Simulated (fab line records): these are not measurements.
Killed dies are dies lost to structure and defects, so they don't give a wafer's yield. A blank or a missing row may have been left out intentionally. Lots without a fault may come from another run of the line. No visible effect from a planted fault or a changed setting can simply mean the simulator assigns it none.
Shared-tool check + flow rit-cmos + Lots sampled 12, wafers sampled 36

== WHY IT WAS OPENED ==
At RIT_SPACER_THK_MEAS_04 the reading SPACER_NITRIDE_THK is flagged on 1 of 12 lots. Fault-free wafers read 249.6 nm, with a standard deviation of 2.2.
Rule: a lot gets a flag if all its wafers with a number sit over 4 standard deviations from that mean, or if no wafer of it has a number. The other lots count as sound.

| lot  | measured    | on            | SPACER_NITRIDE_THK (nm), wafer by wafer | flag    |
|------|-------------|---------------|-----------------------------------------|---------|
| L694 | day 2 21:56 | film-metro-01 | 246.7 247.1 249.3                       |         |
| L695 | day 3 03:53 | film-metro-04 | 251.8 252.8 250.5                       |         |
| L696 | day 3 09:13 | film-metro-01 | 247.0 249.1 247.1                       |         |
| L703 | day 4 23:52 | film-metro-01 | 245.5 246.0 245.8                       |         |
| L706 | day 5 13:30 | film-metro-01 | 258.8 260.1 260.9                       | FLAGGED |
| L707 | day 5 22:39 | film-metro-03 | 250.5 248.7 250.3                       |         |
| L710 | day 6 07:23 | film-metro-03 | 249.0 250.8 248.8                       |         |
| L711 | day 6 10:52 | film-metro-03 | 251.4 251.4 250.1                       |         |
| L712 | day 6 16:01 | film-metro-03 | 250.8 251.8 251.7                       |         |
| L713 | day 6 22:09 | film-metro-03 | 250.2 251.7 249.7                       |         |
| L715 | day 7 08:32 | film-metro-04 | 250.6 250.2 249.6                       |         |
| L716 | day 7 11:17 | film-metro-04 | 253.6 253.7 251.2                       |         |
Average over the flagged lots: 259.9 nm; offset from the usual +10.3 nm, equal to +5 standard deviations.

== TOOL THAT RAN EACH LOT ==
The record keeps 1 process step preceding the reading, out of 202 steps on the route. Each cell gives the tool, then ch followed by the chambers the sampled wafers passed through, then the start.
| lot  | flag    | RIT_SPACER_CVD_03          |
|------|---------|----------------------------|
| L694 |         | lpcvd-01 ch 1, day 2 19:59 |
| L695 |         | lpcvd-02 ch 1, day 3 01:58 |
| L696 |         | lpcvd-02 ch 0, day 3 07:19 |
| L703 |         | lpcvd-01 ch 0, day 4 20:59 |
| L706 | FLAGGED | lpcvd-01 ch 0, day 5 11:35 |
| L707 |         | lpcvd-02 ch 1, day 5 20:43 |
| L710 |         | lpcvd-02 ch 0, day 6 05:28 |
| L711 |         | lpcvd-02 ch 0, day 6 08:57 |
| L712 |         | lpcvd-02 ch 1, day 6 14:05 |
| L713 |         | lpcvd-02 ch 0, day 6 20:14 |
| L715 |         | lpcvd-02 ch 0, day 7 06:37 |
| L716 |         | lpcvd-02 ch 0, day 7 09:22 |
What these steps do:
- RIT_SPACER_CVD_03: deposits Si3N4 from SiH2Cl2/NH3, target thk 250 nm, time 3300 s.
- RIT_SPACER_THK_MEAS_04

== FLAGGED OVER TOTAL, TOOL BY TOOL (the gauges that took the reading come last) ==
| step                   | tool          | lots run | flagged | share of the flagged lots | sound lots run after its first flagged lot |
|------------------------|---------------|----------|---------|---------------------------|--------------------------------------------|
| RIT_SPACER_CVD_03      | lpcvd-01      | 3        | 1       | all                       | 0                                          |
| RIT_SPACER_CVD_03      | lpcvd-02      | 9        | 0       | none                      | -                                          |
| RIT_SPACER_THK_MEAS_04 | film-metro-01 | 4        | 1       | all                       | 0                                          |
| RIT_SPACER_THK_MEAS_04 | film-metro-03 | 5        | 0       | none                      | -                                          |
| RIT_SPACER_THK_MEAS_04 | film-metro-04 | 3        | 0       | none                      | -                                          |

== THE TABLE: WHAT IT ALLOWS ==
Table rows that saw every flagged lot: 2, namely lpcvd-01 at RIT_SPACER_CVD_03 and film-metro-01 at RIT_SPACER_THK_MEAS_04.
- lpcvd-01 at RIT_SPACER_CVD_03: 1 of its 3 lots flagged. A fault beginning between L703 (day 4 20:59), its last sound lot, and L706 (day 5 11:35), its first flagged one, fits the data. Its own readings (pressure-mtorr) fall more than 4 standard deviations out on all wafers of the flagged lots.
- film-metro-01 at RIT_SPACER_THK_MEAS_04: 1 of its 4 lots flagged. A fault beginning between L703 (day 4 23:52), its last sound lot, and L706 (day 5 13:30), its first flagged one, fits the data.
These 2 tools cannot be told apart by counting lots, since each of them fits a fault that started at some hour. More lots, or a look at what each step does to the wafer, might.

== WHAT THE SIMULATOR HAD INSERTED ==
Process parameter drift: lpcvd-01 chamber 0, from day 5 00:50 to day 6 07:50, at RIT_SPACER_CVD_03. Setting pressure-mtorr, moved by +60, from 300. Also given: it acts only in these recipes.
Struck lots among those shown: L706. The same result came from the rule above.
